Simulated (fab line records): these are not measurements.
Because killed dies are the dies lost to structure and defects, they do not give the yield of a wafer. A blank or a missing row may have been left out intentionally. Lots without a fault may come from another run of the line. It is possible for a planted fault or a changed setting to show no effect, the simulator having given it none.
A lot that was struck, set against a sound lot :: flow rit_cmos :: 18 steps out of a route of 202
Sound: these wafers, L475.1, L475.2, L475.4. Wafers L485.3, L485.4, L485.5 were the ones struck. The cause is given at the end.
Per side, at each step with rows, come the tool, then ch with its chambers, and then its first start. Under that, the readings that differ: sound wafers :: struck wafers :: difference of the means :: sigmas: that difference in standard deviations of wafers without a fault.
alike: words and numbers the same on both sides, and readings whose means are apart by under 2 such deviations; not compared: readings that were withheld, readings missing a value for some wafer, numbers with overlapping values and no deviation given by the record, and bounds like >300 which may hide the same value.
A row with sigmas, a row that says differs or no value, or rows on one side alone: a step with any of these is where the two part. When numbers do not overlap yet have no deviation, they are printed without sigmas and do not part them. A reading missing from all wafers of one side parts the sides only when that side holds two or more wafers.

first, 4 steps without rows for these wafers: RIT_PSD_SOFTBAKE_02 (time 60 s); RIT_PSD_EXPOSE_03 (exposes mask M10, target cd 40900 nm); RIT_PSD_PEB_04; RIT_PSD_DEVELOP_05 (develop time 50 s).
RIT_PSD_OVL_MEAS_06:
  sound on overlay-02 at day 4 06:48; struck on overlay-02 at day 6 15:11
  alike: PSD_OVL
then, 2 steps without rows for these wafers: RIT_PSD_HARDBAKE_07 (time 60 s); RIT_PSD_IMPLANT_08.
RIT_PSD_STRIP_09: strips in O2, time 180 s.
  sound on plasma_asher-03 ch 0,1, day 4 07:08; struck on plasma_asher-03 ch 0,1, day 6 15:34
  alike: chamber_pressure_mTorr, drypump_motor_current_A
  not compared: rf_hours_counter_h
RIT_PSD_TW_MEAS_10:
  sound on film_metro-04 at day 4 07:19; struck on film_metro-01 at day 6 15:42
reading: PSD_TW
sound: 3409 3406 3422
struck: 3527 3522 3510
difference: +107
sigmas: +3
then, 3 steps without rows for these wafers: RIT_SDANNEAL_CLEAN_00 (cleans in SC1, time 600 s); RIT_SDANNEAL_CLEAN_01 (cleans in dHF, time 30 s); RIT_SDANNEAL_CLEAN_02 (cleans in SC2, time 600 s).
RIT_SDANNEAL_RTA_03: time 5 s.
  sound on rtp_anneal-02 ch 0, day 4 07:45; struck on rtp_anneal-02 ch 0, day 6 16:19
  alike: wafer_temp_C_max
RIT_SDANNEAL_RS_MEAS_04: the measuring method here is four-point-probe.
  sound on film_metro-03 at day 4 07:49; struck on film_metro-03 at day 6 16:24
reading: PSD_RS (ohm/sq)
sound: 115.71 115.90 116.18
struck: 113.22 113.41 113.39
difference: -2.59
sigmas: -9
RIT_SDANNEAL_RS_MEAS_05: the measuring method here is four-point-probe.
  sound on film_metro-03 at day 4 07:56; struck on film_metro-03 at day 6 16:31
reading: NSD_RS (ohm/sq)
sound: 83.6 83.3 83.6
struck: 82.5 82.4 82.2
difference: -1.1
sigmas: -3
RIT_SDANNEAL_RS_MEAS_06: the measuring method here is four-point-probe.
  sound on film_metro-03 at day 4 08:03; struck on film_metro-03 at day 6 16:38
reading: PLDD_RS (ohm/sq)
sound: 178.5 178.7 178.8
struck: 175.4 175.6 175.9
difference: -3.0
sigmas: -6
RIT_SDANNEAL_RS_MEAS_07: the measuring method here is four-point-probe.
  sound on film_metro-03 at day 4 08:10; struck on film_metro-03 at day 6 16:46
  alike: NLDD_RS
RIT_M1_PROBE_99:
  sound on prober-01 at day 4 15:10; struck on prober-01 at day 7 00:31
reading: model.etest.contact_nplus.end_ohm_um
sound: 39.61 39.3 39.4
struck: 41.06 39.78 40.08
difference: +0.87
sigmas: 

reading: model.etest.vpnp.gain
sound: 1.039 1.06 1.053
struck: 1.211 1.178 1.192
difference: +0.143
sigmas: 

reading: model.etest.diode_pplus_comb.cj_ff_um2
sound: 2.019 2.017 2.015
struck: 2.003 2.002 2.002
difference: -0.015
sigmas: 

reading: model.etest.diode_pplus_nwell.cj_ff_um2
sound: 1.704 1.717 1.701
struck: 1.68 1.678 1.7
difference: -0.02
sigmas: 

reading: model.etest.pmos_0p15.vt_sat_v (V)
sound: -0.2991 -0.288 -0.2822
struck: -0.2634 -0.2688 -0.278
difference: +0.0197
sigmas: 
  alike: killed_at_front_end, killed_dies, killed_open, killed_short
  not compared: model.etest.pmos_0p15.off_log10_a_um, model.etest.retro_edge_pmos.off_log10_a_um, model.etest.pmos_0p15.bv_v

## WHERE THEY PART
Last at RIT_SDANNEAL_RS_MEAS_06 as far as this record goes, first at RIT_PSD_TW_MEAS_10. Later steps at which nothing parts them and some readings are alike: RIT_SDANNEAL_RS_MEAS_07, RIT_M1_PROBE_99.

WHY: whatever the simulator had introduced
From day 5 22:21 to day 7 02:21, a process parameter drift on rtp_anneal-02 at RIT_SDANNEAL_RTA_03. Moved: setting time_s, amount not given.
